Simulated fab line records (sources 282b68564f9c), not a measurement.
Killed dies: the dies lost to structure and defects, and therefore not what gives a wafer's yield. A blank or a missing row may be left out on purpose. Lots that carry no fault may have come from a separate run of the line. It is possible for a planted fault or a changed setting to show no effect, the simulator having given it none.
Which tool did it?    flow rit_cmos    14 lots with 42 wafers sampled at 5 steps, on a route of 202 steps

== WHAT EACH GAUGE READ, for each wafer ==
RIT_SDANNEAL_RS_MEAS_06: measures by four-point-probe.
lot   measured     on             PLDD_RS (ohm/sq)
L616  day 3 07:05  film_metro-02  180.0 180.1 180.2
L617  day 3 09:59  film_metro-02  180.1 180.3 179.7
L618  day 3 13:29  film_metro-03  179.9 179.7 179.1
L620  day 3 23:36  film_metro-02  180.2 180.4 180.2
L621  day 4 05:47  film_metro-04  180.7 180.4 180.2
L622  day 4 15:22  film_metro-03  179.5 179.5 178.9
L623  day 4 19:10  film_metro-02  181.1 180.6 181.2
L625  day 5 03:36  film_metro-03  180.1 179.3 179.6
L626  day 5 09:42  film_metro-03  180.7 179.5 179.6
L629  day 6 01:52  film_metro-03  179.6 179.2 179.8
L630  day 6 06:47  film_metro-03  180.1 180.6 180.5
L631  day 6 07:19  film_metro-04  179.9 180.3 180.5
L639  day 8 01:25  film_metro-04  180.0 179.6 179.8
L638  day 8 01:39  film_metro-03  180.3 179.8 179.8

RIT_CONTACT_CD_MEAS_08: the cd target is 1000 nm.
lot   measured     on         cd_nm (nm)
L616  day 3 08:56  cd_sem-02  1002.3 1002.0 1003.6
L617  day 3 12:00  cd_sem-02  1002.0 1004.7 1003.0
L618  day 3 15:48  cd_sem-02  999.0 1000.0 1000.6
L620  day 4 01:38  cd_sem-02  1001.2 1001.1 1001.2
L621  day 4 07:50  cd_sem-01  998.7 998.8 999.8
L622  day 4 17:23  cd_sem-02  1001.8 1000.5 1001.1
L623  day 4 21:06  cd_sem-02  1000.8 998.2 1000.3
L625  day 5 05:34  cd_sem-01  997.6 996.4 999.0
L626  day 5 11:40  cd_sem-01  1001.2 1001.2 1001.6
L629  day 6 03:43  cd_sem-01  997.1 996.1 998.7
L630  day 6 08:38  cd_sem-02  998.6 1001.9 1002.1
L631  day 6 09:16  cd_sem-02  998.2 998.3 997.6
L639  day 8 03:20  cd_sem-01  999.3 997.4 996.0
L638  day 8 03:29  cd_sem-02  1001.1 1000.7 1000.7

RIT_M1_CD_MEAS_09: the cd target is 2600 nm.
lot   measured     on         cd_nm (nm)
L616  day 3 11:37  cd_sem-02  2601.6 2599.7 2599.8
L617  day 3 14:43  cd_sem-02  2599.0 2596.5 2598.8
L618  day 3 18:30  cd_sem-02  2602.3 2602.9 2604.2
L620  day 4 04:13  cd_sem-01  2599.3 2599.4 2598.6
L621  day 4 10:21  cd_sem-02  2599.5 2599.3 2600.9
L622  day 4 19:54  cd_sem-02  2596.6 2598.1 2598.4
L623  day 4 23:46  cd_sem-02  2602.6 2602.1 2602.8
L625  day 5 08:11  cd_sem-01  2599.3 2600.0 2600.2
L626  day 5 14:11  cd_sem-01  2596.5 2599.1 2598.5
L629  day 6 06:14  cd_sem-02  - - -
L630  day 6 11:22  cd_sem-02  - - -
L631  day 6 11:47  cd_sem-01  2602.3 2603.7 2605.7
L639  day 8 06:04  cd_sem-01  2595.9 2595.5 2596.2
L638  day 8 06:20  cd_sem-02  2600.8 2600.7 2600.9

== EACH LOT AND THE TOOL THAT RAN IT (in order: tool; ch and the chambers of the sampled wafers; start) ==
lot   RIT_SILICIDE_RTA_04              RIT_M1_COAT_04
L616  rtp_anneal-01 ch 0, day 3 07:41  litho_track-02 ch 0, day 3 10:45
L617  rtp_anneal-02 ch 0, day 3 10:33  litho_track-02 ch 0, day 3 13:49
L618  rtp_anneal-01 ch 0, day 3 14:04  litho_track-04 ch 0, day 3 17:37
L620  rtp_anneal-01 ch 0, day 4 00:11  litho_track-02 ch 0, day 4 03:25
L621  rtp_anneal-02 ch 0, day 4 06:23  litho_track-04 ch 0, day 4 09:37
L622  rtp_anneal-01 ch 0, day 4 15:56  litho_track-04 ch 0, day 4 19:10
L623  rtp_anneal-01 ch 0, day 4 19:44  litho_track-02 ch 0, day 4 22:53
L625  rtp_anneal-02 ch 0, day 5 04:11  litho_track-04 ch 0, day 5 07:20
L626  rtp_anneal-01 ch 0, day 5 10:17  litho_track-04 ch 0, day 5 13:28
L629  rtp_anneal-02 ch 0, day 6 02:28  litho_track-02, day 6 05:31
L630  rtp_anneal-02 ch 0, day 6 07:21  litho_track-02, day 6 10:26
L631  rtp_anneal-02 ch 0, day 6 07:53  litho_track-02 ch 0, day 6 11:04
L639  rtp_anneal-02 ch 0, day 8 01:59  litho_track-04 ch 0, day 8 05:13
L638  rtp_anneal-02 ch 0, day 8 02:13  litho_track-01 ch 0, day 8 05:17
- RIT_SILICIDE_RTA_04: time 10 s, ramp up 5 s, ramp down 5 s.
- RIT_M1_COAT_04: resist thk 1300 nm.

== AS READ BY THE TOOLS THEMSELVES (means over the sampled wafers that have a number; for cases with no such wafer, the mark the record gives instead) ==
RIT_SILICIDE_RTA_04.
lot   tool           wafer_temp_C_max
L616  rtp_anneal-01  651.9
L617  rtp_anneal-02  653.2
L618  rtp_anneal-01  651.9
L620  rtp_anneal-01  652.4
L621  rtp_anneal-02  654.8
L622  rtp_anneal-01  653.1
L623  rtp_anneal-01  652.4
L625  rtp_anneal-02  653.8
L626  rtp_anneal-01  652.7
L629  rtp_anneal-02  654.4
L630  rtp_anneal-02  655.3
L631  rtp_anneal-02  654.5
L639  rtp_anneal-02  654.8
L638  rtp_anneal-02  654.4

RIT_M1_COAT_04.
lot   tool            chill_plate_temp_C (C)  dispense_pressure_kPa (kPa)  spin_speed_rpm (rpm)
L616  litho_track-02  23.05                   44.5                         1998.5
L617  litho_track-02  22.99                   44.5                         1997.9
L618  litho_track-04  22.99                   49.7                         2000.7
L620  litho_track-02  23.01                   44.5                         1999.6
L621  litho_track-04  22.99                   49.7                         2000.5
L622  litho_track-04  23.04                   49.7                         1998.1
L623  litho_track-02  23.08                   44.5                         1999.4
L625  litho_track-04  22.89                   49.7                         2000.3
L626  litho_track-04  22.93                   49.7                         1999.4
L629  litho_track-02  -                       -                            -
L630  litho_track-02  -                       -                            -
L631  litho_track-02  22.97                   44.5                         1998.4
L639  litho_track-04  22.82                   49.7                         1999.6
L638  litho_track-01  23.09                   50.0                         2001.0

== THE ANSWER, worked out from the rows above alone ==
Rule: what is usual is taken from the lots themselves. The widest of any qualifying gaps counts: lots, ordered by their means at a reading, are off when they make up no more than a third of the lots, leave a main group of 4 or more, and stand apart from it by 3 or more times the standard deviation of that group's means. If all means in a main group match to the digits the tables above print for the reading, that group is not used. A lot without any number at a reading at which 4 lots or more have one is off too. Any other lot the step has rows for is counted as sound. The gauges are gone through in route order, then the tools' own readings, and for those a lot's mean is taken as printed above. The first step at which some lot is off is used, and at that step the reading that is off furthest; a lot without a number counts as furthest.
Off, at RIT_M1_CD_MEAS_09 on cd_nm: L629, L630. Without a number there: L629, L630. The main group: mean 2599.9 nm, standard deviation 2.3.
A tool fits if, at a process step before that reading, it ran every lot that is off, and no sound lot after the first of them. Not tried: the gauges at RIT_M1_CD_MEAS_09; whatever is off there is also off at RIT_M1_COAT_04, on other tools, and gauge error can't account for it. Of those tried, none fits.

== WHAT THE SIMULATOR HAD PUT IN ==
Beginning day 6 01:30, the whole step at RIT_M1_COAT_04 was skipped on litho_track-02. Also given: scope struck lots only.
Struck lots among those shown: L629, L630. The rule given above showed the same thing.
